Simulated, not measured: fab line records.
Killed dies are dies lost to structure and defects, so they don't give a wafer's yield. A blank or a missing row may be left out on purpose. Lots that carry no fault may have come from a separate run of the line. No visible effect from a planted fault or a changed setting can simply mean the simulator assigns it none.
Tool commonality check    flow berkeley_cmos170    45 wafers sampled across 15 lots

## REASON IT WAS OPENED
Of 15 lots, 3 have the reading NSD_TW flagged at UCB170_NSD_TW_MEAS_10. Fault-free wafers read 4211, with a standard deviation of 28.
Rule: flag the lot when none of its wafers has a number, or when each of its wafers that has one lies beyond 4 standard deviations from that mean. The other lots count as sound.

lot   measured      on             NSD_TW, wafer by wafer  flag
L655  day 6 19:47   film_metro-03  4188 4185 4183          
L656  day 6 19:50   film_metro-04  4233 4247 4231          
L654  day 6 19:58   film_metro-02  4230 4209 4191          
L657  day 7 08:04   film_metro-02  4209 4213 4216          
L659  day 8 09:59   film_metro-03  4180 4188 4188          
L660  day 8 10:09   film_metro-04  4250 4259 4245          
L663  day 8 11:19   film_metro-04  4230 4243 4215          
L664  day 8 11:26   film_metro-03  4205 4185 4169          
L665  day 8 21:38   film_metro-02  4191 4207 4195          
L666  day 8 21:48   film_metro-04  4247 4220 4248          
L670  day 10 04:00  film_metro-03  4182 4186 4185          
L675  day 10 17:49  film_metro-02  4202 4211 4234          
L672  day 10 18:13  film_metro-02  4366 4393 4350          FLAGGED
L674  day 10 18:29  film_metro-02  4356 4363 4362          FLAGGED
L676  day 11 07:08  film_metro-04  4368 4395 4359          FLAGGED
Average over the flagged lots: 4368; offset from the usual +157, equal to +6 standard deviations.

## TOOL THAT RAN EACH LOT
Before the reading, the record contains 2 process steps out of a 331-step route. Every cell lists first the tool, next ch and the chambers used by the sampled wafers, and last the start.
lot   flag     UCB170_NSD_IMPLANT_08            UCB170_NSD_STRIP_09
L655           implanter-04 ch 0, day 6 19:33   plasma_asher-02 ch 0,1, day 6 19:41
L656           implanter-01 ch 0, day 6 19:36   plasma_asher-04 ch 0,1, day 6 19:43
L654           implanter-02 ch 0, day 6 19:43   plasma_asher-01 ch 0,1, day 6 19:52
L657           implanter-04 ch 0, day 7 07:49   plasma_asher-01 ch 0,1, day 7 07:58
L659           implanter-01 ch 0, day 8 09:44   plasma_asher-02 ch 0,1, day 8 09:53
L660           implanter-01 ch 0, day 8 09:55   plasma_asher-04 ch 0,1, day 8 10:02
L663           implanter-01 ch 0, day 8 11:07   plasma_asher-02 ch 0,1, day 8 11:13
L664           implanter-01 ch 0, day 8 11:11   plasma_asher-01 ch 0,1, day 8 11:20
L665           implanter-01 ch 0, day 8 21:24   plasma_asher-02 ch 0,1, day 8 21:31
L666           implanter-01 ch 0, day 8 21:36   plasma_asher-01 ch 0,1, day 8 21:43
L670           implanter-01 ch 0, day 10 03:45  plasma_asher-04 ch 0,1, day 10 03:54
L675           implanter-02 ch 0, day 10 17:34  plasma_asher-01 ch 0,1, day 10 17:43
L672  FLAGGED  implanter-01 ch 0, day 10 17:59  plasma_asher-02 ch 0, day 10 18:06
L674  FLAGGED  implanter-01 ch 0, day 10 18:14  plasma_asher-01 ch 0,1, day 10 18:23
L676  FLAGGED  implanter-01 ch 0, day 11 06:53  plasma_asher-01 ch 0,1, day 11 07:02
What these steps do:
- UCB170_NSD_IMPLANT_08
- UCB170_NSD_STRIP_09: strips in O2.
- UCB170_NSD_TW_MEAS_10

## FLAGGED AGAINST TOTAL, ONE TOOL AT A TIME (gauges that did the reading follow at the end)
step                   tool             lots run  flagged  share of the flagged lots  sound lots run after its first flagged lot
UCB170_NSD_IMPLANT_08  implanter-01     11        3        all                        0
UCB170_NSD_IMPLANT_08  implanter-02     2         0        none                       -
UCB170_NSD_IMPLANT_08  implanter-04     2         0        none                       -
UCB170_NSD_STRIP_09    plasma_asher-01  7         2        some                       0
UCB170_NSD_STRIP_09    plasma_asher-02  5         1        some                       0
UCB170_NSD_STRIP_09    plasma_asher-04  3         0        none                       -
UCB170_NSD_TW_MEAS_10  film_metro-02    6         2        some                       0
UCB170_NSD_TW_MEAS_10  film_metro-03    4         0        none                       -
UCB170_NSD_TW_MEAS_10  film_metro-04    5         1        some                       0

## THE TABLE: WHAT IT ALLOWS
In the table, 1 row covers all flagged lots: implanter-01 at UCB170_NSD_IMPLANT_08.
- implanter-01 at UCB170_NSD_IMPLANT_08 ran 11 lots, 3 of them flagged. A fault beginning between L670 (day 10 03:45), its last sound lot, and L672 (day 10 17:59), its first flagged one, fits the data. Its own readings (beam_on_s, dose_ions_cm2, faraday_current_uA) fall more than 4 standard deviations out on all wafers of the flagged lots.
One tool is left: implanter-01 at UCB170_NSD_IMPLANT_08.

## WHAT WAS PUT IN BY THE SIMULATOR
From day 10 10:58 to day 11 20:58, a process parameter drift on implanter-01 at UCB170_NSD_IMPLANT_08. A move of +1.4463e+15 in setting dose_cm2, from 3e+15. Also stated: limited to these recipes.
Lots struck among those shown: L672, L674, L676. Same finding as the rule above.
